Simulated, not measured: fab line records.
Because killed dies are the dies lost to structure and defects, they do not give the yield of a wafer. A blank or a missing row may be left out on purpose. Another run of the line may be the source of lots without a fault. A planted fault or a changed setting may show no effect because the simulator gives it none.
Matching of chambers | flow rit-cmos | RIT_GATE_ETCH_19 on rie-si-01: 4 sister chambers
The step etches poly-Si in SF6/CHF3/O2, stops on SiO2, time 165 s, target depth 312.5 nm. 8 wafers are shown with their chamber, then 7 later ones without.

EACH WAFER AND ITS CHAMBER
wafer  | chamber | drypump-motor-current-A (A) | throttle-valve-pct (%)
L203.1 | 2       | 5.76                        | 10.33
L205.1 | 3       | 5.28                        | 10.12
L205.6 | 1       | 5.59                        | 10.31
L207.3 | 1       | 5.60                        | 10.31
L207.5 | 3       | 5.27                        | 10.13
L207.6 | 0       | 5.91                        | 10.25
L209.2 | 0       | 5.88                        | 10.26
L209.4 | 2       | 5.75                        | 10.30

WAFERS WITH NO CHAMBER GIVEN
wafer  | drypump-motor-current-A (A) | throttle-valve-pct (%)
L209.6 | 5.87                        | 10.26
L211.3 | 5.57                        | 10.30
L211.4 | 5.28                        | 10.12
L211.6 | 5.58                        | 10.29
L215.1 | 5.56                        | 10.30
L215.2 | 5.74                        | 10.34
L215.4 | 5.89                        | 10.26

CHAMBER TAKEN BY EACH
wafer  | from the rows above | in truth
L209.6 | 0                   | 0
L211.3 | 1                   | 1
L211.4 | 3                   | 3
L211.6 | 1                   | 1
L215.1 | 1                   | 1
L215.2 | 2                   | 2
L215.4 | 0                   | 0
Correct placement for 7 of the 7. Number that these rows cannot place: 0. Wrongly placed: 0.
How it was worked out, from the rows above alone: a wafer's distance from a chamber is the root of the sum, over the readings, of the square of ((its reading less the chamber's mean) divided by the reading's scatter). The wafer belongs to the nearest chamber; if the next one is less than 2 further off, it can't be placed. For every chamber, the mean is computed from those of its wafers that are shown. How the scatter is found: for the shown wafers, subtract from each reading the mean of its chamber, square and add these, divide the total by (wafers less chambers), then take the root.
